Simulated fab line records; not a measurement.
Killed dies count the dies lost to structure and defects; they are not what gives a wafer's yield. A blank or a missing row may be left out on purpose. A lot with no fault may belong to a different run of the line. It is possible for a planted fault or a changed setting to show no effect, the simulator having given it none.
2 desks, one fault | flow ritCmos | every desk sees just its own numbers, and what lay behind them comes last

FOR THE TOOL OWNER'S DESK: implanter-03
For each lot that ran on this tool, the mean over its sampled wafers that have a number, from the tool's own readings at RIT_NRETRO_IMPLANT_08. If a lot's mean is further than 4 standard deviations from the usual mean, the lot is out of limits and carries the mark OUT (the distance appears in the brackets).
Columns: A = doseIonsCm2 at RIT_NRETRO_IMPLANT_08, usual 1.0001e+13; B = faradayCurrentUA at RIT_NRETRO_IMPLANT_08, usual 31.8
lot  | first seen here | A                            | B
L224 | day 2 20:23     | 1.0010e+13                   | 32.1
L225 | day 3 02:21     | 1.0001e+13                   | 31.0
L227 | day 3 12:32     | 6.5173e+12 (-99 or more) OUT | 21.1 (-16) OUT
L228 | day 3 16:11     | 6.5387e+12 (-99 or more) OUT | 20.7 (-17) OUT
Finding of this desk: L227, L228 out of limits; the first was L227 at day 3 12:32, on doseIonsCm2 at RIT_NRETRO_IMPLANT_08. Within limits: L224, L225.

THE METROLOGY DESK
Means of the sampled wafers that have a number, per lot and without regard to the tool the lot ran on: this is what the gauges read. If a lot's mean is further than 4 standard deviations from the usual mean, the lot is out of limits and carries the mark OUT (the distance appears in the brackets).
Columns: A = INCOMING_BOW at RIT_ACTIVE_BOW_MEAS_00, usual 0 um; B = NRETRO_TW at RIT_NRETRO_TW_MEAS_10, usual 1066
lot  | first seen here | A  | B
L221 | day 1 10:01     | 1  | 1056
L222 | day 1 15:00     | 1  | 1079
L223 | day 1 20:00     | -2 | 1060
L224 | day 2 01:00     | -7 | 1062
L225 | day 2 06:01     | -1 | 1077
L226 | day 2 11:01     | -4 | 1086
L227 | day 2 16:01     | -4 | 922 (-17) OUT
L228 | day 2 21:02     | 1  | 924 (-17) OUT
L238 | day 4 23:01     | -4 | 1065
L239 | day 5 04:02     | 4  | 1073
L241 | day 5 14:00     | -2 | 1062
L242 | day 5 19:01     | -1 | 1064
L243 | day 6 00:00     | 2  | 1069
L244 | day 6 05:00     | -1 | 1081
This desk's finding: out of limits on L227, L228; first on L227, day 3 12:51 (NRETRO_TW at RIT_NRETRO_TW_MEAS_10). Within limits: L221, L222, L223, L224, L225, L226, L238, L239, L241, L242, L243, L244.

PUT TOGETHER
An alarm could have come from the tool owner's desk at day 3 12:32, on L227, L228.
An alarm was possible from the metrology desk at day 3 12:51, on L227, L228.
Every lot named ran RIT_NRETRO_IMPLANT_08 on implanter-03.

WHAT HAD BEEN PUT IN BY THE SIMULATOR
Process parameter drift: implanter-03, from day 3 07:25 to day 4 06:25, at RIT_NRETRO_IMPLANT_08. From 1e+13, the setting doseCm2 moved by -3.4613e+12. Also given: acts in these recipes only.
Lots struck among those shown: L227, L228.
Counting hours from when the fault started, the first reading out of limits came at 5 for the tool owner's desk and at 5 for the metrology desk.
